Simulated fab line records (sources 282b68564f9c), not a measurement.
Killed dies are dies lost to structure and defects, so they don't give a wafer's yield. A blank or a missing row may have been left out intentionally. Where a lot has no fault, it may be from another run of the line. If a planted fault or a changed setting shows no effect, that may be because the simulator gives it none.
Which of the tools did it? -- flow rit-cmos -- 13 lots, 39 wafers sampled, at 5 steps of a route of 202

== WHAT EACH GAUGE READ, for each wafer ==
RIT_GATE_CD_MEAS_16: the cd target is 150 nm.
lot,measured,on,cd-nm (nm)
L497,day 2 12:22,cd-sem-01,152.1 152.9 153.9
L499,day 3 00:21,cd-sem-02,149.1 146.6 146.3
L500,day 3 04:38,cd-sem-02,153.8 153.5 151.5
L501,day 3 09:47,cd-sem-02,148.0 150.1 152.8
L502,day 3 13:39,cd-sem-01,147.8 150.4 150.0
L504,day 4 00:06,cd-sem-02,152.2 152.5 151.4
L505,day 4 12:17,cd-sem-02,148.5 146.2 147.7
L514,day 6 03:15,cd-sem-02,150.6 151.1 151.3
L516,day 6 11:11,cd-sem-01,148.9 148.3 150.4
L517,day 6 16:40,cd-sem-02,151.0 151.2 151.6
L518,day 6 21:01,cd-sem-01,147.9 146.7 147.4
L519,day 7 04:43,cd-sem-02,147.4 147.5 147.2
L520,day 7 11:17,cd-sem-02,147.0 149.8 149.5

RIT_SDANNEAL_RS_MEAS_07: a four-point-probe measurement.
lot,measured,on,NLDD_RS (ohm/sq)
L497,day 3 01:37,film-metro-04,151.4 151.0 150.8
L499,day 3 13:03,film-metro-04,151.4 151.4 151.3
L500,day 3 17:31,film-metro-04,150.0 149.8 150.0
L501,day 4 00:11,film-metro-04,150.3 150.1 150.2
L502,day 4 04:44,film-metro-01,152.1 152.1 152.0
L504,day 4 13:04,film-metro-01,151.4 151.4 151.8
L505,day 5 03:47,film-metro-04,151.2 150.8 151.4
L514,day 6 16:26,film-metro-02,151.8 151.7 151.3
L516,day 7 00:59,film-metro-01,150.5 151.2 151.2
L517,day 7 05:53,film-metro-02,151.8 152.0 152.1
L518,day 7 10:21,film-metro-04,150.8 150.9 150.5
L519,day 7 17:48,film-metro-01,151.5 151.5 151.0
L520,day 8 00:37,film-metro-01,151.4 151.6 151.7

RIT_SILICIDE_RS_MEAS_02: a four-point-probe measurement.
lot,measured,on,SILICIDE_TI_RS (ohm/sq)
L497,day 3 01:55,film-metro-03,48.0 48.7 49.2
L499,day 3 13:20,film-metro-02,47.7 47.9 49.1
L500,day 3 17:48,film-metro-03,48.8 49.9 49.4
L501,day 4 00:28,film-metro-01,48.0 48.2 47.4
L502,day 4 05:01,film-metro-02,47.3 48.2 47.4
L504,day 4 13:21,film-metro-03,47.8 47.8 47.7
L505,day 5 04:04,film-metro-03,48.8 48.7 49.2
L514,day 6 16:43,film-metro-03,47.7 47.8 98.1
L516,day 7 01:16,film-metro-01,47.7 48.0 48.5
L517,day 7 06:10,film-metro-01,48.9 48.9 48.5
L518,day 7 10:38,film-metro-03,47.7 48.0 48.6
L519,day 7 18:05,film-metro-02,48.1 47.3 47.1
L520,day 8 00:54,film-metro-03,48.3 48.6 48.8

RIT_SILICIDE_THK_MEAS_03: measures by xrf.
lot,measured,on,SILICIDE_TI_THK (nm)
L497,day 3 02:02,film-metro-03,30.3 30.0 29.7
L499,day 3 13:26,film-metro-02,30.0 29.9 29.4
L500,day 3 17:54,film-metro-03,29.8 29.4 29.6
L501,day 4 00:35,film-metro-01,30.1 30.1 30.4
L502,day 4 05:07,film-metro-02,30.4 30.0 30.4
L504,day 4 13:28,film-metro-03,30.3 30.4 30.5
L505,day 5 04:11,film-metro-03,29.8 29.9 29.6
L514,day 6 16:50,film-metro-03,30.4 30.4 17.3
L516,day 7 01:23,film-metro-01,30.1 30.0 29.7
L517,day 7 06:16,film-metro-01,29.6 29.6 29.8
L518,day 7 10:45,film-metro-03,30.3 30.2 29.9
L519,day 7 18:11,film-metro-02,29.9 30.4 30.6
L520,day 8 01:01,film-metro-03,29.9 29.9 29.7

== EACH LOT AND THE TOOL THAT RAN IT (in order: tool; ch and the chambers of the sampled wafers; start) ==
lot,RIT_SILICIDE_SPUTTER_01
L497,"pvd-sputter-01, day 3 01:46"
L499,"pvd-sputter-01, day 3 13:08"
L500,"pvd-sputter-04, day 3 17:37"
L501,"pvd-sputter-01, day 4 00:19"
L502,"pvd-sputter-04, day 4 04:49"
L504,"pvd-sputter-04, day 4 13:12"
L505,"pvd-sputter-01, day 5 03:54"
L514,"pvd-sputter-04, day 6 16:33"
L516,"pvd-sputter-02, day 7 01:07"
L517,"pvd-sputter-01, day 7 05:58"
L518,"pvd-sputter-02, day 7 10:29"
L519,"pvd-sputter-01, day 7 17:55"
L520,"pvd-sputter-02, day 8 00:44"
- RIT_SILICIDE_SPUTTER_01: material Ti, target thk 30 nm, time 240 s.

== AS READ BY THE TOOLS THEMSELVES (means over the sampled wafers that have a number; for cases with no such wafer, the mark the record gives instead) ==
RIT_SILICIDE_SPUTTER_01.
lot,tool,throttle-valve-pct (%)
L497,pvd-sputter-01,29.1
L499,pvd-sputter-01,29.8
L500,pvd-sputter-04,29.6
L501,pvd-sputter-01,30.9
L502,pvd-sputter-04,30.6
L504,pvd-sputter-04,31.5
L505,pvd-sputter-01,29.4
L514,pvd-sputter-04,31.8
L516,pvd-sputter-02,30.6
L517,pvd-sputter-01,30.9
L518,pvd-sputter-02,30.6
L519,pvd-sputter-01,30.4
L520,pvd-sputter-02,30.2

== THE ANSWER, worked out from the rows above alone ==
Rule: the lots themselves supply what counts as usual. Put in order of their means at a reading, lots are off if they are a third of the lots or fewer, leave a main group of 4 or more, and stand apart from it by a gap of 3 or more times the standard deviation of the main group's means; of several such gaps the widest counts. Not used: any main group whose means are identical at the precision the tables above print for the reading. A lot without any number at a reading at which 4 lots or more have one is off too. Any other lot the step has rows for is counted as sound. Order of review: gauges by route order, followed by the tools' own readings, for which a lot's mean as printed above is used. At the first step where some lot is off, the reading lying furthest off is the one used; lots without a number count as furthest.
Off: L514, at RIT_SILICIDE_RS_MEAS_02 (SILICIDE_TI_RS). The main group has a mean of 48.3 ohm/sq with a standard deviation of 0.54.
A tool fits if, at a process step before that reading, it ran every lot that is off, and no sound lot after the first of them. Gauges at RIT_SILICIDE_RS_MEAS_02: tried the same way as those tools. One fits: pvd-sputter-04 at RIT_SILICIDE_SPUTTER_01. Its last sound lot is L504 (day 4 13:12), its first lot that is off L514 (day 6 16:33): a fault that began between those two fits.

== WHAT HAD BEEN PUT IN BY THE SIMULATOR ==
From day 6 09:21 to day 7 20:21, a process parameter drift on pvd-sputter-04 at RIT_SILICIDE_SPUTTER_01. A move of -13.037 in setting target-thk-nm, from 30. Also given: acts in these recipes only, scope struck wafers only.
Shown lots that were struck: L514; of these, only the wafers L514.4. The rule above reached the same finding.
